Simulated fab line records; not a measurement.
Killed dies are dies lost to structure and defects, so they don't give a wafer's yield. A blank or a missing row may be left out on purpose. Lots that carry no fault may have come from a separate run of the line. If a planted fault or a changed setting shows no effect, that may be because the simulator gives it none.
fab line records	flow berkeleyCmos170
record lots=6	wafers=18	lastDay=11
route steps=331 shown PVT@118 GATE@125 FIELD@126 PLDD@145 NLDD@158 SILICIDE@210 M3@331
lots with no fault: from the same line, run without faults
startH: hours from the record's opening day to when the first of the lot's shown wafers began	waitH: hours from the lot's prior step to this one	" unchanged from the row above	L1.1+2: a single row standing in for several wafers	- value missing, or start not given	* or withheld: withheld	< > ~ a bound
route shown NAME@n: a module of which the file shows steps, and the number in the route of the first	usual: average and standard deviation across the fault-free wafers	same: alike in all rows	chamber/n: place in a boat	sites: the reading at each site	_std_site: standard deviation across them	_edge_site: the outer-site mean with the inner-site mean subtracted	radiusMm: how far each site lies from the wafer's centre	mask NAME#n: copy n	behind: the most recent tool/chamber to have shaped the wafer	hold: why the lot was held/for how many hours/how that ended	device: the transistor (n, p or np) that didn't switch	end of line: tests run on the same wafers once the route is complete	a step without rows: its recipe alone	killed: at the first sort, the dies lost to defects and structure; wafer yield is something else	map: shows each die of a wafer: x if killed, . if not, _ if none is there
set.NAME: the run value of the setting; set.NAME@STEP: its run value at that earlier step	model.NAME: the simulator's own value behind a step, which no gauge read
a table for each step, a row for each wafer; lots at some steps of the route
services: from which hour (startH, from the record's first day; less than 0 if before it) a tool's chamber was out of use, for how many hours, and why
## steps
# step UCB170_PVT_EXPOSE_03
# recipe maskId=NWELL	targetCdNm=3000	na=0.5	sigmaOuter=0.6	sourceShape=conventional	doseMj=30
# step UCB170_PVT_PEB_04
# recipe pebTempC=130	pebTimeS=withheld	resist=KrF
# step UCB170_PVT_DEVELOP_05
# recipe developer=TMAH	developTimeS=45	resist=KrF	devTempC=21
# step UCB170_PVT_OVL_MEAS_06
# usual PVT_OVL=-3/4.7
lot.wafer	tool	chamber	startH	waitH	PVT_OVL[nm]
L794.1	overlay-01	-	151.16	-	-7
L794.2	"	-	"	"	0
L794.3	"	-	"	"	-5
L797.1	overlay-01	-	161.60	-	4
L797.4	"	-	"	"	0
L797.5	"	-	"	"	2
L798.1	overlay-01	-	174.03	-	-3
L798.2	"	-	"	"	3
L798.5	"	-	"	"	-7
L800.2	overlay-01	-	179.75	-	-5
L800.3	"	-	"	"	5
L800.5	"	-	"	"	0
L799.1	overlay-02	-	180.01	-	-1
L799.3	"	-	"	"	-4
L799.5	"	-	"	"	-9
L803.1	overlay-01	-	209.39	-	2
L803.2	"	-	"	"	4
L803.6	"	-	"	"	-2
# step UCB170_PVT_IMPLANT_07
# recipe species=P	doseCm2=2e+12	energyKev=30	tiltDeg=7
# step UCB170_PVT_STRIP_08
# recipe chemistry=O2	powerW=400	pressureMtorr=3500	platenTempC=withheld	o2FlowSccm=400	overashFraction=0.5
# usual drypumpMotorCurrentA=5.6/0.49	oesProductAu=0.734/0.0046	stripTimeToEndpointS=21.63/0.055
lot.wafer	tool	chamber	startH	waitH	drypumpMotorCurrentA	oesProductAu	rfHoursCounterH	stripTimeToEndpointS
L794.1	plasmaAsher-03	0	151.34	0.1	6.1	0.728	39	21.62
L794.2	"	1	"	"	5.7	0.731	39	21.69
L794.3	"	0	"	"	6.1	0.735	-	21.69
L797.1	plasmaAsher-01	0	161.78	0.1	5.0	0.738	43	21.54
L797.4	"	0	"	"	5.0	0.731	-	21.67
L797.5	"	0	"	"	5.0	0.732	-	21.69
L798.1	plasmaAsher-01	0	174.22	0.1	5.0	0.737	45	21.59
L798.2	"	1	"	"	5.1	0.734	45	21.54
L798.5	"	1	"	"	5.1	0.735	-	21.56
L800.2	plasmaAsher-01	1	179.93	0.1	5.1	0.730	46	21.72
L800.3	"	0	"	"	5.0	0.731	-	21.64
L800.5	"	0	"	"	5.0	0.726	-	21.70
L799.1	plasmaAsher-02	1	180.20	0.1	6.3	0.729	7	21.63
L799.3	"	0	"	"	5.2	0.730	-	21.65
L799.5	"	0	"	"	5.2	0.737	-	21.61
L803.1	plasmaAsher-02	1	209.58	0.1	6.3	0.735	10	21.61
L803.2	"	0	"	"	5.2	0.736	10	21.63
L803.6	"	0	"	"	5.2	0.731	-	21.62
# step UCB170_PVT_TW_MEAS_09
# usual PVT_TW=506.7/3
lot.wafer	tool	chamber	startH	waitH	PVT_TW
L794.1	filmMetro-01	-	151.44	0.1	507.3
L794.2	"	-	"	"	505.3
L794.3	"	-	"	"	508.2
L797.1	filmMetro-01	-	161.88	0.1	505.4
L797.4	"	-	"	"	501.9
L797.5	"	-	"	"	503.9
L798.1	filmMetro-02	-	174.32	0.1	504.9
L798.2	"	-	"	"	505.7
L798.5	"	-	"	"	507.1
L800.2	filmMetro-02	-	180.04	0.1	505.1
L800.3	"	-	"	"	506.8
L800.5	"	-	"	"	506.1
L799.1	filmMetro-04	-	180.30	0.1	506.9
L799.3	"	-	"	"	507.9
L799.5	"	-	"	"	504.4
L803.1	filmMetro-01	-	209.68	0.1	501.4
L803.2	"	-	"	"	502.2
L803.6	"	-	"	"	500.3
# step UCB170_GATE_WET_ETCH_00
# recipe chemistry=dHF	dilution=25:1	target=SiO2	tempC=25	timeS=200
# step UCB170_FIELD_THK_MEAS_91
# recipe reads=SiO2_of_FIELD_OXIDATION_01
# usual FIELD_OXIDE_LEFT_2_THK=361/12
lot.wafer	tool	chamber	startH	waitH	FIELD_OXIDE_LEFT_2_THK[nm]
L794.1	filmMetro-04	-	151.57	0.0	353
L794.2	"	-	"	"	368
L794.3	"	-	"	"	360
L797.1	filmMetro-02	-	162.01	0.0	367
L797.4	"	-	"	"	371
L797.5	"	-	"	"	361
L798.1	filmMetro-04	-	174.64	0.0	353
L798.2	"	-	"	"	350
L798.5	"	-	"	"	346
L800.2	filmMetro-04	-	180.17	0.0	361
L800.3	"	-	"	"	364
L800.5	"	-	"	"	360
L799.1	filmMetro-01	-	180.56	0.0	367
L799.3	"	-	"	"	373
L799.5	"	-	"	"	376
L803.1	filmMetro-04	-	209.80	0.0	358
L803.2	"	-	"	"	375
L803.6	"	-	"	"	355
# step UCB170_GATE_OXIDATION_01
# recipe tempC=850	ambient=O2	targetThkA=66	oxTimeS=1800
# step UCB170_GATE_THK_MEAS_02
# recipe reads=SiO2_of_GATE_OXIDATION_01
# usual GATE_OXIDE_THK=6.61/0.11
lot.wafer	tool	chamber	startH	waitH	GATE_OXIDE_THK[nm]
L794.1	filmMetro-03	-	153.83	0.0	6.51
L794.2	"	-	"	"	6.56
L794.3	"	-	"	"	6.54
L797.1	filmMetro-03	-	165.07	0.1	6.57
L797.4	"	-	"	"	6.68
L797.5	"	-	"	"	6.61
L798.1	filmMetro-03	-	177.58	0.0	6.60
L798.2	"	-	"	"	6.53
L798.5	"	-	"	"	6.63
L799.1	filmMetro-04	-	186.16	0.0	6.75
L799.3	"	-	"	"	6.71
L799.5	"	-	"	"	6.68
L800.2	filmMetro-02	-	186.17	0.0	6.63
L800.3	"	-	"	"	6.71
L800.5	"	-	"	"	6.53
L803.1	filmMetro-03	-	214.52	0.0	6.51
L803.2	"	-	"	"	6.46
L803.6	"	-	"	"	6.52
# step UCB170_GATE_ANNEAL_03
# recipe tempC=900	timeS=1800	ambient=N2
# step UCB170_GATE_CVD_04
# recipe material=poly-Si	tempC=610	precursor=SiH4	timeS=1501	pressureMtorr=375	targetThkNm=214	sih4FlowSccm=120
# usual sih4FlowSccm=120.0/0.38
# same timeS=1501
lot.wafer	tool	chamber	startH	waitH	sih4FlowSccm	model.poly-Si_of_GATE_CVD_04.thkNm
L794.1	lpcvd-02	0	157.93	0.0	119.9	221.5
L794.2	"	0	"	"	119.5	223.4
L794.3	"	0	"	"	119.6	221.6
L797.1	lpcvd-01	0	168.18	0.4	120.1	225.6
L797.4	"	0	"	"	120.2	226.8
L797.5	"	0	"	"	119.7	225.4
L798.1	lpcvd-02	1	182.08	0.0	120.6	224.5
L798.2	"	1	"	"	119.9	223.6
L798.5	"	1	"	"	120.5	224.4
L799.1	lpcvd-01	1	193.58	0.2	143.6	269.1
L799.3	"	1	"	"	144.1	265.6
L799.5	"	1	"	"	144.5	265.8
L800.2	lpcvd-01	1	193.58	0.2	143.7	271
L800.3	"	1	"	"	144.2	272
L800.5	"	1	"	"	144.1	270.1
L803.1	lpcvd-02	1	219.93	0.5	120.4	224.4
L803.2	"	1	"	"	119.8	222.8
L803.6	"	1	"	"	119.6	223
# step UCB170_GATE_THK_MEAS_05
# recipe reads=poly-Si_of_GATE_CVD_04
# usual GATE_POLY_THK=223.2/2.5
lot.wafer	tool	chamber	startH	waitH	GATE_POLY_THK[nm]
L794.1	filmMetro-04	-	159.33	0.0	221.5
L794.2	"	-	"	"	223.4
L794.3	"	-	"	"	221.7
L797.1	filmMetro-02	-	169.61	0.0	225.5
L797.4	"	-	"	"	226.6
L797.5	"	-	"	"	225.4
L798.1	filmMetro-02	-	183.48	0.0	224.5
L798.2	"	-	"	"	223.7
L798.5	"	-	"	"	224.4
L800.2	filmMetro-03	-	194.99	0.0	271.1
L800.3	"	-	"	"	271.9
L800.5	"	-	"	"	269.9
L799.1	filmMetro-02	-	195.00	0.0	269.2
L799.3	"	-	"	"	265.4
L799.5	"	-	"	"	265.9
L803.1	filmMetro-02	-	221.33	0.0	224.4
L803.2	"	-	"	"	222.8
L803.6	"	-	"	"	223.0
# step UCB170_GATE_COAT_06
# recipe resist=BARC	tempC=withheld	timeS=withheld	spinRpm=3000	resistThkNm=withheld
# step UCB170_GATE_COAT_07
# recipe resist=KrF	spinRpm=1500	resistThkNm=900
# step UCB170_GATE_SOFTBAKE_08
# recipe resist=KrF	tempC=130	timeS=60
# step UCB170_GATE_EXPOSE_09
# recipe maskId=POLY	targetCdNm=350	na=0.5	sigmaOuter=0.6	sourceShape=conventional	doseMj=21
# step UCB170_GATE_PEB_10
# recipe pebTempC=130	pebTimeS=withheld	resist=KrF
# step UCB170_GATE_DEVELOP_11
# recipe developer=TMAH	developTimeS=45	resist=KrF	devTempC=21
# step UCB170_GATE_CD_MEAS_12
# recipe targetCdNm=350
# usual cdNm=350.0/1.2
lot.wafer	tool	chamber	startH	waitH	cdNm
L794.1	cdSem-02	-	161.06	-	351.5
L794.2	"	-	"	"	350.7
L794.3	"	-	"	"	350.6
L797.1	cdSem-02	-	171.03	-	347.1
L797.4	"	-	"	"	348.8
L797.5	"	-	"	"	347.2
L798.1	cdSem-01	-	185.23	-	348.6
L798.2	"	-	"	"	348.3
L798.5	"	-	"	"	349.7
L800.2	cdSem-01	-	195.90	-	350.3
L800.3	"	-	"	"	349.6
L800.5	"	-	"	"	350.2
L799.1	cdSem-02	-	196.16	-	350.8
L799.3	"	-	"	"	351.0
L799.5	"	-	"	"	352.2
L803.1	cdSem-01	-	222.57	-	347.9
L803.2	"	-	"	"	347.9
L803.6	"	-	"	"	346.5
# step UCB170_GATE_OVL_MEAS_13
# usual GATE_OVL=-2/4.6
lot.wafer	tool	chamber	startH	waitH	GATE_OVL[nm]
L794.1	overlay-01	-	161.18	0.1	-9
L794.2	"	-	"	"	-7
L794.3	"	-	"	"	-7
L797.1	overlay-02	-	171.15	0.1	-2
L797.4	"	-	"	"	-6
L797.5	"	-	"	"	-6
L798.1	overlay-02	-	185.35	0.1	-5
L798.2	"	-	"	"	-1
L798.5	"	-	"	"	-2
L800.2	overlay-01	-	196.01	0.1	9
L800.3	"	-	"	"	4
L800.5	"	-	"	"	1
L799.1	overlay-01	-	196.28	0.1	-4
L799.3	"	-	"	"	-2
L799.5	"	-	"	"	-4
L803.1	overlay-01	-	222.69	0.1	-12
L803.2	"	-	"	"	-3
L803.6	"	-	"	"	-4
# step UCB170_GATE_ETCH_14
# recipe chemistry=N2/H2	targetDepthA=withheld	overetchA=withheld	target=BARC	timeS=withheld	sourceW=500	biasW=100	pressureMtorr=30	n2FlowSccm=100	h2FlowSccm=200
# usual drypumpMotorCurrentA=5.9/0.35	oesProductAu=0.998/0.014	throttleValvePct=13.36/0.14
lot.wafer	tool	chamber	startH	waitH	drypumpMotorCurrentA	oesProductAu	throttleValvePct
L794.1	rieDiel-01	2	161.21	0.0	5.9	0.978	13.42
L794.2	"	3	"	"	5.4	0.978	13.22
L794.3	"	1	"	"	6.2	1.012	13.38
L797.1	rieDiel-01	1	171.19	0.0	6.2	1.033	13.40
L797.4	"	3	"	"	5.4	0.980	13.21
L797.5	"	0	"	"	6.2	1.005	13.19
L798.1	rieDiel-01	2	185.39	0.0	6.0	0.984	13.41
L798.2	"	3	"	"	5.4	0.974	13.21
L798.5	"	2	"	"	5.9	0.993	13.43
L800.2	rieDiel-01	2	196.04	0.0	6.0	0.999	13.43
L800.3	"	2	"	"	5.9	0.989	13.42
L800.5	"	3	"	"	5.3	0.969	13.21
L799.1	rieDiel-02	3	196.31	0.0	5.5	1.006	13.52
L799.3	"	2	"	"	6.2	0.997	13.24
L799.5	"	0	"	"	5.3	0.993	13.36
L803.1	rieDiel-04	3	222.72	0.0	6.0	0.985	13.47
L803.2	"	2	"	"	6.5	1.002	13.31
L803.6	"	0	"	"	6.2	0.992	13.40
# step UCB170_GATE_ETCH_15
# recipe chemistry=HBr/Cl2	target=poly-Si	stopOn=SiO2	overEtchFrac=0.3	icpW=300	biasW=150	timeS=56.3	pressureMtorr=15	HBr_flow_sccm=150	Cl2_flow_sccm=50	targetDepthA=2782
# usual drypumpMotorCurrentA=5.6/0.39	oesProductAu=0.852/0.018	throttleValvePct=26.38/0.2
# same timeS=56.3
lot.wafer	tool	chamber	startH	waitH	drypumpMotorCurrentA	oesProductAu	rfHoursCounterH	throttleValvePct	model.etch.depthNm	model.GATE.featureDepthNm
L794.1	rieSi-02	2	161.25	-	6.1	0.835	2	26.31	221.5	221.6
L794.2	"	0	"	"	6.0	0.833	52	26.03	223.4	223.4
L794.3	"	1	"	"	5.0	0.859	38	26.45	221.6	221.6
L797.1	rieSi-02	0	171.23	-	6.0	0.844	52	26.03	225.6	225.6
L797.4	"	1	"	"	5.0	0.876	38	26.44	226.8	226.8
L797.5	"	0	"	"	6.0	0.832	-	26.03	225.4	225.4
L798.1	rieSi-01	3	185.45	-	6.0	0.872	0	26.24	224.5	224.5
L798.2	"	1	"	"	5.6	0.862	57	26.48	223.6	223.6
L798.5	"	3	"	"	6.0	0.862	-	26.25	224.4	224.4
L800.2	rieSi-02	2	196.10	-	6.0	0.957	2	26.31	271	271
L800.3	"	3	"	"	5.6	0.941	2	26.57	272	272
L800.5	"	1	"	"	5.0	0.980	-	26.45	270.1	270.1
L799.1	rieSi-01	1	196.36	-	5.5	0.977	57	26.48	269.1	269.1
L799.3	"	3	"	"	6.0	0.973	0	26.24	265.6	265.6
L799.5	"	0	"	"	5.9	0.999	-	26.61	265.8	265.8
L803.1	rieSi-02	1	222.76	-	5.0	0.866	38	26.44	224.4	224.4
L803.2	"	3	"	"	5.6	0.831	2	26.57	222.8	222.8
L803.6	"	0	"	"	6.0	0.832	-	26.02	223	223
# step UCB170_GATE_STRIP_16
# recipe chemistry=O2	powerW=400	pressureMtorr=3500	platenTempC=withheld	o2FlowSccm=400	overashFraction=0.5
# usual drypumpMotorCurrentA=6.0/0.44	oesProductAu=0.725/0.0044
lot.wafer	tool	chamber	startH	waitH	drypumpMotorCurrentA	oesProductAu	rfHoursCounterH
L794.1	plasmaAsher-04	1	161.30	0.0	5.9	0.727	45
L794.2	"	0	"	"	6.6	0.730	45
L794.3	"	1	"	"	5.8	0.722	-
L797.1	plasmaAsher-04	1	171.28	0.0	5.9	0.725	46
L797.4	"	1	"	"	5.9	0.720	-
L797.5	"	1	"	"	5.9	0.725	-
L798.1	plasmaAsher-03	1	185.50	0.0	5.7	0.733	43
L798.2	"	0	"	"	6.0	0.723	43
L798.5	"	1	"	"	5.7	0.715	-
L800.2	plasmaAsher-03	1	196.15	0.0	5.7	0.714	44
L800.3	"	0	"	"	6.1	0.722	-
L800.5	"	0	"	"	6.1	0.725	-
L799.1	plasmaAsher-02	1	196.40	0.0	6.3	0.732	9
L799.3	"	0	"	"	5.2	0.730	-
L799.5	"	1	"	"	6.3	0.714	-
L803.1	plasmaAsher-02	0	222.81	0.0	5.2	0.723	11
L803.2	"	1	"	"	6.3	0.732	11
L803.6	"	0	"	"	5.2	0.718	-
# step UCB170_GATE_CD_MEAS_90
# recipe targetCdNm=350
# usual cdNm=350.0/1.4
lot.wafer	tool	chamber	startH	waitH	cdNm
L794.1	cdSem-02	-	161.40	0.1	351.7
L794.2	"	-	"	"	350.7
L794.3	"	-	"	"	350.8
L797.1	cdSem-01	-	171.43	0.1	347.1
L797.4	"	-	"	"	348.8
L797.5	"	-	"	"	346.7
L798.1	cdSem-01	-	185.61	0.1	348.3
L798.2	"	-	"	"	348.1
L798.5	"	-	"	"	349.8
L800.2	cdSem-01	-	196.27	0.1	350.1
L800.3	"	-	"	"	349.5
L800.5	"	-	"	"	350.6
L799.1	cdSem-01	-	196.50	0.1	351.2
L799.3	"	-	"	"	351.3
L799.5	"	-	"	"	351.7
L803.1	cdSem-02	-	222.91	0.1	347.4
L803.2	"	-	"	"	348.1
L803.6	"	-	"	"	345.7
# step UCB170_GATE_CLEAN_17
# recipe chemistry=SPM	tempC=120	timeS=600
# step UCB170_PLDD_HMDS_00
# recipe primeTimeS=60	primeTempC=100
# step UCB170_PLDD_COAT_01
# recipe resist=KrF	spinRpm=1500	resistThkNm=900
# step UCB170_PLDD_SOFTBAKE_02
# recipe resist=KrF	tempC=130	timeS=60
# step UCB170_PLDD_EXPOSE_03
# recipe maskId=PSELECT	na=0.5	sigmaOuter=0.6	sourceShape=conventional	targetCdNm=1200	doseMj=30
# step UCB170_PLDD_PEB_04
# recipe pebTempC=130	pebTimeS=withheld	resist=KrF
# step UCB170_PLDD_DEVELOP_05
# recipe developer=TMAH	developTimeS=45	resist=KrF	devTempC=21
# step UCB170_PLDD_CD_MEAS_06
# recipe targetCdNm=1200
# usual cdNm=1199.9/1.3
lot.wafer	tool	chamber	startH	waitH	cdNm
L794.1	cdSem-02	-	162.87	-	1199.2
L794.2	"	-	"	"	1199.8
L794.3	"	-	"	"	1199.8
L797.1	cdSem-02	-	173.76	-	1198.3
L797.4	"	-	"	"	1197.1
L797.5	"	-	"	"	1198.4
L798.1	cdSem-01	-	187.08	-	1199.2
L798.2	"	-	"	"	1199.7
L798.5	"	-	"	"	1201.3
L800.2	cdSem-02	-	197.74	-	1200.4
L800.3	"	-	"	"	1199.7
L800.5	"	-	"	"	1198.9
L799.1	cdSem-02	-	198.20	-	1200.0
L799.3	"	-	"	"	1200.7
L799.5	"	-	"	"	1199.2
L803.1	cdSem-01	-	224.71	-	1200.1
L803.2	"	-	"	"	1200.5
L803.6	"	-	"	"	1202.0
# step UCB170_PLDD_OVL_MEAS_07
# usual PLDD_OVL=-1/5.3
lot.wafer	tool	chamber	startH	waitH	PLDD_OVL[nm]
L794.1	overlay-02	-	162.99	0.1	1
L794.2	"	-	"	"	5
L794.3	"	-	"	"	5
L797.1	overlay-01	-	173.88	0.1	0
L797.4	"	-	"	"	3
L797.5	"	-	"	"	-1
L798.1	overlay-01	-	187.20	0.1	1
L798.2	"	-	"	"	-5
L798.5	"	-	"	"	-9
L800.2	overlay-01	-	197.85	0.1	-4
L800.3	"	-	"	"	-7
L800.5	"	-	"	"	-9
L799.1	overlay-01	-	198.32	0.1	-5
L799.3	"	-	"	"	-2
L799.5	"	-	"	"	-5
L803.1	overlay-01	-	224.83	0.1	0
L803.2	"	-	"	"	-2
L803.6	"	-	"	"	1
# step UCB170_PLDD_IMPLANT_08
# recipe species=BF2	doseCm2=4.911e+13	energyKev=10	tiltDeg=7	rotationDeg=0
# step UCB170_PLDD_IMPLANT_09
# recipe species=BF2	doseCm2=5e+13	energyKev=10	tiltDeg=7	rotationDeg=180
# step UCB170_PLDD_STRIP_10
# recipe chemistry=O2	powerW=400	pressureMtorr=3500	platenTempC=withheld	o2FlowSccm=400	overashFraction=0.5
# usual drypumpMotorCurrentA=5.6/0.61	oesProductAu=0.735/0.0046	stripTimeToEndpointS=21.64/0.067
lot.wafer	tool	chamber	startH	waitH	drypumpMotorCurrentA	oesProductAu	rfHoursCounterH	stripTimeToEndpointS
L794.1	plasmaAsher-01	0	163.33	0.1	5.0	0.735	43	21.71
L794.2	"	1	"	"	5.1	0.741	43	21.64
L794.3	"	1	"	"	5.1	0.734	-	21.67
L797.1	plasmaAsher-02	0	174.22	0.1	5.2	0.736	6	21.68
L797.4	"	1	"	"	6.3	0.733	-	21.65
L797.5	"	1	"	"	6.2	0.737	-	21.63
L798.1	plasmaAsher-01	0	187.54	0.1	5.0	0.733	46	21.65
L798.2	"	1	"	"	5.1	0.734	46	21.63
L798.5	"	1	"	"	5.1	0.740	-	21.59
L800.2	plasmaAsher-01	0	198.18	0.1	5.0	0.744	47	21.64
L800.3	"	0	"	"	5.0	0.734	-	21.69
L800.5	"	1	"	"	5.1	0.740	-	21.67
L799.1	plasmaAsher-02	0	198.66	0.1	5.2	0.737	9	21.69
L799.3	"	0	"	"	5.2	0.736	-	21.70
L799.5	"	1	"	"	6.3	0.739	-	21.62
L803.1	plasmaAsher-02	1	225.17	0.1	6.3	0.738	11	21.53
L803.2	"	0	"	"	5.1	0.729	11	21.55
L803.6	"	0	"	"	5.2	0.737	-	21.59
# step UCB170_PLDD_TW_MEAS_11
# usual PLDD_TW=1002/4.4
lot.wafer	tool	chamber	startH	waitH	PLDD_TW
L794.1	filmMetro-01	-	163.43	0.1	1004
L794.2	"	-	"	"	1004
L794.3	"	-	"	"	1000
L797.1	filmMetro-01	-	174.32	0.1	994
L797.4	"	-	"	"	995
L797.5	"	-	"	"	995
L798.1	filmMetro-01	-	187.64	0.1	994
L798.2	"	-	"	"	1000
L798.5	"	-	"	"	993
L800.2	filmMetro-04	-	198.29	0.1	1006
L800.3	"	-	"	"	1009
L800.5	"	-	"	"	1004
L799.1	filmMetro-04	-	198.76	0.1	1004
L799.3	"	-	"	"	1007
L799.5	"	-	"	"	1006
L803.1	filmMetro-01	-	225.27	0.1	998
L803.2	"	-	"	"	998
L803.6	"	-	"	"	997
# step UCB170_PLDD_CLEAN_12
# recipe chemistry=SPM	tempC=120	timeS=600
# step UCB170_NLDD_HMDS_00
# recipe primeTimeS=60	primeTempC=100
# step UCB170_NLDD_COAT_01
# recipe resist=KrF	spinRpm=1500	resistThkNm=900
# step UCB170_SILICIDE_PRE_CLEAN_00
# recipe gas=Ar	precleanEtchTimeS=60
lot.wafer	tool	chamber	startH	waitH	model.poly-Si_of_GATE_CVD_04.thkNm
L794.1	pvdSputter-04	-	172.71	0.1	214.6
L794.2	"	-	"	"	216.6
L794.3	"	-	"	"	214.8
L797.1	pvdSputter-04	-	187.72	0.1	218.8
L797.4	"	-	"	"	219.8
L797.5	"	-	"	"	218.5
L798.1	pvdSputter-02	-	203.48	0.1	217.6
L798.2	"	-	"	"	216.7
L798.5	"	-	"	"	217.5
L800.2	pvdSputter-03	-	217.55	0.1	264.1
L800.3	"	-	"	"	265.1
L800.5	"	-	"	"	263.3
L799.1	pvdSputter-02	-	217.72	0.1	262.3
L799.3	"	-	"	"	258.7
L799.5	"	-	"	"	258.9
L803.1	pvdSputter-02	-	237.70	0.1	217.5
L803.2	"	-	"	"	215.9
L803.6	"	-	"	"	216.1
# step UCB170_M3_PROBE_99
lot.wafer	tool	chamber	startH	waitH	model.etest.contactPpoly.endOhmUm	model.etest.pldd.rsOhmSq	model.etest.contactNpoly.endOhmUm	model.etest.nldd.rsOhmSq	model.etest.polyCombOverSteps.overLimit	model.etest.pmos_0p35.isubLog10AUm	model.etest.antennaPoly.vtShiftV
L794.1	prober-02	-	195.20	0.1	243.8	1135	64.46	784.5	0	-8.215	-0.01021
L794.2	prober-02	-	195.25	0.1	269.4	1139	66.92	782.4	0	-8.231	-0.006019
L794.3	prober-02	-	195.30	0.2	253.4	1129	66.72	785	0	-8.319	-0.009396
L797.1	prober-01	-	211.70	0.1	257.4	1135	68.73	773.3	0	-8.291	-0.006689
L797.4	prober-01	-	211.85	0.2	249.7	1143	66.72	773.6	0	-8.258	-0.009264
L797.5	prober-01	-	211.90	0.2	253.1	1144	69.35	770.1	0	-8.277	-0.007013
L798.1	prober-02	-	226.45	0.1	241.1	1124	66.45	778.9	0	-8.349	-0.007031
L798.2	prober-02	-	226.50	0.1	232.7	1131	64.56	773.9	0	-8.187	-0.007438
L798.5	prober-02	-	226.65	0.2	237.5	1123	65.28	778.8	0	-8.355	-0.01178
L800.2	prober-01	-	242.71	0.1	275.5	1185	83.49	796.4	1	-8.378	-0.000989
L800.3	prober-01	-	242.76	0.2	281.4	1179	80.49	797.1	1	-8.464	-0.004874
L800.5	prober-01	-	242.86	0.2	293.4	1162	84.35	794.2	1	-8.371	-0.004426
L799.1	prober-02	-	243.25	0.1	280.1	1174	81.95	800.3	1	-8.364	-0.005881
L799.3	prober-02	-	243.35	0.2	270.2	1170	78.36	800.4	0	-8.392	-0.006994
L799.5	prober-02	-	243.45	0.2	279.4	1166	82.29	795.6	1	-8.417	-0.01225
L803.1	prober-01	-	266.57	0.1	223.6	1125	62.21	767.2	0	-8.211	-0.006715
L803.2	prober-01	-	266.62	0.1	228.7	1127	63.8	773.9	0	-8.198	-0.01128
L803.6	prober-01	-	266.82	0.2	235.9	1128	62.8	772	0	-8.228	-0.007353
# killed by level:class
L794.1 V2:geometricParticle:open=1
L794.2 GATE:geometricParticle:open=1 SPACER:geometricParticle:open=1 M2:geometricParticle:short=1 M3:geometricParticle:short=1 ACTIVE:coatMicrobubblePrinted=1 NWELL:areaEtch=1
L794.3 START:geometricParticle:short=1 WELLDRIVE:geometricParticle:open=1
L797.1 GATE:geometricParticle:open=2
L797.4 WELLDRIVE:geometricParticle:open=2 FIELD:geometricParticle:short=1 SILICIDE:geometricParticle:open=1
L797.5
L798.1 START:geometricParticle:short=1 FIELD:geometricParticle:short=1 SPACER:geometricParticle:open=1 SILICIDE:geometricParticle:short=1
L798.2 SILICIDE:geometricParticle:short=1 M2:geometricParticle:short=1
L798.5 FIELD:geometricParticle:short=2 SILICIDE:geometricParticle:open=1 SILICIDE:geometricParticle:short=1 CONTACT:geometricParticle:short=1
L799.1 SPACER:geometricParticle:open=1 M2:geometricParticle:short=1 M2:geometricParticle:open=1 GATE:areaEtch=1
L799.3 ACTIVE:areaEtch=4 SPACER:geometricParticle:short=1 V2:geometricParticle:short=1
L799.5 GATE:areaEtch=2 SPACER:geometricParticle:short=1 CONTACT:geometricParticle:open=1
L803.1 M3:geometricParticle:open=1 M3:geometricParticle:short=1 PSD:coatMicrobubblePrinted=1
L803.2 WELLDRIVE:geometricParticle:short=1 ACTIVE:geometricParticle:short=1 GATE:geometricParticle:short=1 GATE:geometricParticle:open=1
L803.6 GATE:geometricParticle:open=1 SPACER:geometricParticle:open=1 M1:geometricParticle:short=1 V1:geometricParticle:short=1 V2:geometricParticle:short=1 NWELL:coatMicrobubblePrinted=1
## services
tool	chamber	startH	hours	kind
pvdSputter-02	-	152.66	1.9	repair
plasmaAsher-03	-	162.56	2.8	pm
rieSi-01	-	168.31	4.3	pm
rieDiel-01	0	171.49	-	clean
rieDiel-01	0	171.49	24.8	scheduledDown
rieDiel-01	0	171.49	24.8	ventCycle
rieSi-01	2	176.62	43.3	repair
rieDiel-02	-	179.25	1.1	repair
rieDiel-01	1	181.77	15.1	repair
lpcvd-01	-	192.25	1.3	repair
pvdSputter-03	-	198.32	1.0	repair
plasmaAsher-02	-	199.08	1.6	repair
pvdSputter-02	3	204.91	-	consumableReplace:kit
pvdSputter-02	3	204.91	18.0	scheduledDown
pvdSputter-02	3	204.91	18.0	ventCycle
rieDiel-02	1	207.25	9.3	repair
rieDiel-04	2	230.32	-	clean
rieDiel-04	2	230.32	20.0	scheduledDown
rieDiel-04	2	230.32	20.0	ventCycle
rieSi-01	-	232.77	14.6	pm
## key
firstSign step=UCB170_GATE_CVD_04	reading=sih4FlowSccm	direction=up	sigmas=62	usual=120.0	struck=144.0
effect step=UCB170_GATE_THK_MEAS_05	reading=GATE_POLY_THK	direction=up	sigmas=19	usual=223.2	struck=268.9
effect step=UCB170_GATE_ETCH_15	reading=oesProductAu	direction=up	sigmas=6.5	usual=0.852	struck=0.971
modelEffect step=UCB170_GATE_CVD_04	value=poly-Si_of_GATE_CVD_04.thkNm	without=224.3	struck=268.9
modelEffect step=UCB170_GATE_ETCH_15	value=etch.depthNm	without=224.3	struck=268.9
modelEffect step=UCB170_SILICIDE_PRE_CLEAN_00	value=poly-Si_of_GATE_CVD_04.thkNm	without=217.5	struck=262.1
modelEffect step=UCB170_M3_PROBE_99	value=etest.contactPpoly.endOhmUm	without=239.2	struck=280
metAt UCB170_GATE_CVD_04
struckWafers L799.1,L799.3,L799.5,L800.2,L800.3,L800.5
sortLeftOut L800.2,L800.3,L800.5
testerLeftOut L799,L800
fault kind=processParameterDrift	tool=lpcvd-01	chamber=1	onsetH=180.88	steps=UCB170_GATE_CVD_04	channel=sih4FlowSccm	offset=24	shape=step	endH=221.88	actsIn=theseRecipesOnly	stated=120
# testerLeftOut: of these lots the tester's yield and bins aren't shown, on N5 and GAA mostly nor the transistor test; their killed dies are dies lost to structure and defects alone, not to doping, threshold or leakage, so they don't give the yield
# sortLeftOut: the simulated sort isn't trusted on such a fault, so these wafers' sort isn't shown, and their yield isn't known
